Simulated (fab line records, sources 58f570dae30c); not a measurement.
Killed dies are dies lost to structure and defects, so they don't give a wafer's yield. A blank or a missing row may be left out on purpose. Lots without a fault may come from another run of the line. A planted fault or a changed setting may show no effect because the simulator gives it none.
One fault seen from 2 desks | flow berkeley_cmos170 | each desk has only its own numbers; what lay behind them comes last

THE TOOL OWNER'S DESK: pecvd-01
The tool's own readings at UCB170_V2_CVD_00 (deposits SiO2 from TEOS/O2, target thk 2000 nm, time 250 s): means of the sampled wafers that have a number, for each lot that ran on this tool. A lot is out of limits, marked OUT, if its mean lies more than 4 standard deviations from the usual mean; the brackets give that distance.
Columns: A = heater_power_w at UCB170_V2_CVD_00, usual 254 W
lot  | first seen here | A
L707 | day 7 04:34     | 294
L709 | day 8 02:05     | 295
L713 | day 8 07:04     | 239
L716 | day 9 08:11     | 271
L729 | day 12 06:36    | 243
This desk's finding: nothing out of limits on any of the 5 lots.

THE METROLOGY DESK
What the gauges read, lot by lot, whatever tool the lot ran on: means of the sampled wafers that have a number. A lot is out of limits, marked OUT, if its mean lies more than 4 standard deviations from the usual mean; the brackets give that distance.
Columns: A = cd_nm at UCB170_M2_CD_MEAS_15, usual 699.4 nm; B = V2_TEOS_THK at UCB170_V2_THK_MEAS_01, usual 1994 nm
lot  | first seen here | A     | B
L706 | day 7 01:01     | 699.8 | 1994
L707 | day 7 04:00     | 698.5 | 1990
L710 | day 8 01:01     | 699.6 | 1987
L709 | day 8 01:29     | 698.4 | 1994
L708 | day 8 01:36     | 700.2 | 1976
L713 | day 8 06:28     | 700.7 | 976 (-42) OUT
L716 | day 9 07:34     | 699.9 | 933 (-44) OUT
L718 | day 9 21:57     | 698.7 | 2016
L720 | day 10 08:26    | 698.1 | 2010
L721 | day 10 09:14    | 697.7 | 1994
L722 | day 10 13:12    | 698.7 | 2004
L727 | day 11 12:09    | 698.3 | 1990
L729 | day 12 05:59    | 699.3 | 1993
L728 | day 12 06:16    | 699.0 | 2003
This desk's finding: out of limits on L713, L716; first on L713, day 8 07:14 (V2_TEOS_THK at UCB170_V2_THK_MEAS_01). In limits: L706, L707, L710, L709, L708, L718, L720, L721, L722, L727, L729, L728.

PUT TOGETHER
The metrology desk could have raised an alarm at day 8 07:14, on L713, L716.
The tool owner's desk saw nothing out of limits.
The tool owner's desk has L713, L716 on record, within its limits.
Of the lots named, all ran UCB170_V2_CVD_00 on pecvd-01.

WHAT THE SIMULATOR HAD PUT IN
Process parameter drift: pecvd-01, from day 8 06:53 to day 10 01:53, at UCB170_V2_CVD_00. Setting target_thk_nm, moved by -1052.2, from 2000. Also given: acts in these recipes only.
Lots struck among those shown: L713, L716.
Hours from the fault's start to each desk's first reading out of limits: the metrology desk, 0.
